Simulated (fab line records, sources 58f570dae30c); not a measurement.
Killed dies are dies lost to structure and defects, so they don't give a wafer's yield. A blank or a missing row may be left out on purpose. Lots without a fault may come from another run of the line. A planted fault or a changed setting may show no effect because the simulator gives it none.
Chamber matching | flow berkeley_cmos170 | UCB170_GATE_ETCH_15 on rie_si-02: 4 sister chambers
The step etches poly-Si in HBr/Cl2, stops on SiO2, time 56.3 s, target depth 278.2 nm. 7 wafers are shown with their chamber, then 7 later ones without.

WAFERS WITH THEIR CHAMBER
wafer  | chamber | throttle_valve_pct (%) | drypump_motor_current_A (A)
L829.2 | 3       | 26.27                  | 5.76
L829.5 | 0       | 26.39                  | 5.53
L835.2 | 1       | 26.76                  | 5.69
L835.5 | 2       | 26.64                  | 5.84
L835.6 | 0       | 26.41                  | 5.55
L833.2 | 2       | 26.61                  | 5.84
L833.3 | 1       | 26.77                  | 5.70

WAFERS WITHOUT THEIR CHAMBER
wafer  | throttle_valve_pct (%) | drypump_motor_current_A (A)
L833.5 | 26.41                  | 5.55
L837.1 | 26.76                  | 5.71
L837.2 | 26.63                  | 5.84
L837.6 | 26.63                  | 5.81
L846.1 | 26.08                  | 5.72
L846.4 | 26.76                  | 5.68
L846.5 | 26.76                  | 5.67

WHICH CHAMBER EACH WENT THROUGH
wafer  | from the rows above | in truth
L833.5 | 0                   | 0
L837.1 | 1                   | 1
L837.2 | 2                   | 2
L837.6 | 2                   | 2
L846.1 | 3                   | 3
L846.4 | 1                   | 1
L846.5 | 1                   | 1
Placed correctly: 7 of 7. Can't be placed from these rows: 0. Placed wrongly: 0.
How it was worked out, from the rows above alone: a wafer's distance from a chamber is the root of the sum, over the readings, of the square of ((its reading less the chamber's mean) divided by the reading's scatter). The wafer belongs to the nearest chamber; if the next one is less than 2 further off, it can't be placed. A chamber's mean is the mean of its shown wafers. The scatter: the root of (the sum of the squares of (reading less its chamber's mean) over the shown wafers, divided by (wafers less chambers)).
